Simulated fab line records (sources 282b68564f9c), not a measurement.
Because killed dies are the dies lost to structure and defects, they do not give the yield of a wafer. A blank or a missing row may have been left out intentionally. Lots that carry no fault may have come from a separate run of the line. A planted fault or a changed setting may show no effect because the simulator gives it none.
A lot that was struck, set against a sound lot :: flow rit-cmos :: 16 steps out of a route of 202
Sound: these wafers, L679.1, L679.2, L679.3. Wafers struck: L682.1, L682.3, L682.6. The cause is given at the end.
Per side, at each step with rows, come the tool, then ch with its chambers, and then its first start. Under that, the readings that differ: sound wafers :: struck wafers :: difference of the means :: sigmas: that difference in standard deviations of wafers without a fault.
alike: readings whose means differ by less than 2 such deviations, and words and numbers that are the same on both sides. not compared: withheld readings, readings that some wafer has no value for, bounds like >300 that may hide the same value, and numbers for which the record gives no deviation and whose values overlap.
Wherever a step has rows on one side only, a row that says differs or no value, or a row with sigmas, the two part there. When numbers do not overlap yet have no deviation, they are printed without sigmas and do not part them. A reading missing from all wafers of one side parts the sides only when that side holds two or more wafers.

RIT_ACTIVE_BOW_MEAS_00:
  sound: film-metro-02 at day 1 10:00; struck: film-metro-02 at day 2 01:00
  alike: INCOMING_BOW
then, 1 step without rows for these wafers: RIT_ACTIVE_OXIDATION_01 (target thk 46.8 nm, ox time 3360 s).
RIT_ACTIVE_THK_MEAS_02:
  sound: film-metro-02 at day 1 12:14; struck: film-metro-01 at day 2 03:03
  alike: ACTIVE_OXIDE_THK
then, 1 step without rows for these wafers: RIT_ACTIVE_CVD_03 (deposits Si3N4 from SiH2Cl2/NH3, target thk 150 nm, time 1500 s).
RIT_ACTIVE_THK_MEAS_04:
  sound: film-metro-03 at day 1 13:42; struck: film-metro-01 at day 2 04:32
  alike: ACTIVE_NITRIDE_THK
then, 3 steps without rows for these wafers: RIT_ACTIVE_HMDS_05 (prime time 60 s); RIT_ACTIVE_COAT_06 (resist thk 1000 nm); RIT_ACTIVE_SOFTBAKE_07 (time 60 s).
RIT_ACTIVE_EXPOSE_08: exposes mask M1, target cd 1400 nm.
  sound on iline-stepper-01 ch 0, day 1 14:13; struck on iline-stepper-01 ch 0, day 2 05:10
reading: exposure-dose-mJ-cm2
sound: 225.37 225.19 225.34
struck: 217.23 217.71 217.69
difference: -7.76
sigmas: -29
  alike: mask
then, 2 steps without rows for these wafers: RIT_ACTIVE_PEB_09; RIT_ACTIVE_DEVELOP_10 (develop time 50 s).
RIT_ACTIVE_CD_MEAS_11 targets a cd of 1400 nm.
  sound: cd-sem-02 at day 1 14:37; struck: cd-sem-01 at day 2 05:34
reading: cd-nm (nm)
sound: 1396.6 1397.7 1397.6
struck: 1409.2 1407.9 1409.1
difference: +11.4
sigmas: +5
then, 1 step without rows for these wafers: RIT_ACTIVE_HARDBAKE_12 (time 60 s).
RIT_ACTIVE_ETCH_13: etches Si3N4 in SF6, stops on SiO2, time 210 s, target depth 210 nm.
  sound on rie-diel-04 ch 0,1,3, day 1 14:53; struck on rie-diel-02 ch 0,1,3, day 2 05:50
  alike: drypump-motor-current-A, oes-product-au, throttle-valve-pct
  not compared: rf-hours-counter-h, model.ACTIVE.cd-nm
RIT_ACTIVE_STRIP_14: strips in O2, time 180 s.
  sound on plasma-asher-03 ch 0,1, day 1 15:01; struck on plasma-asher-03 ch 0, day 2 06:03
  alike: drypump-motor-current-A
  not compared: rf-hours-counter-h
after that, 1 step had no rows for these wafers: RIT_M1_PROBE_99.

== WHERE THEY PART ==
At RIT_ACTIVE_EXPOSE_08 first; at RIT_ACTIVE_CD_MEAS_11 last (within this record only). Later steps at which nothing parts them and some readings are alike: RIT_ACTIVE_ETCH_13, RIT_ACTIVE_STRIP_14.

WHY: the cause the simulator had injected
Process parameters drifting: iline-stepper-01 at RIT_ACTIVE_EXPOSE_08, beginning at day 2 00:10. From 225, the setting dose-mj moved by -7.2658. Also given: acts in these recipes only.
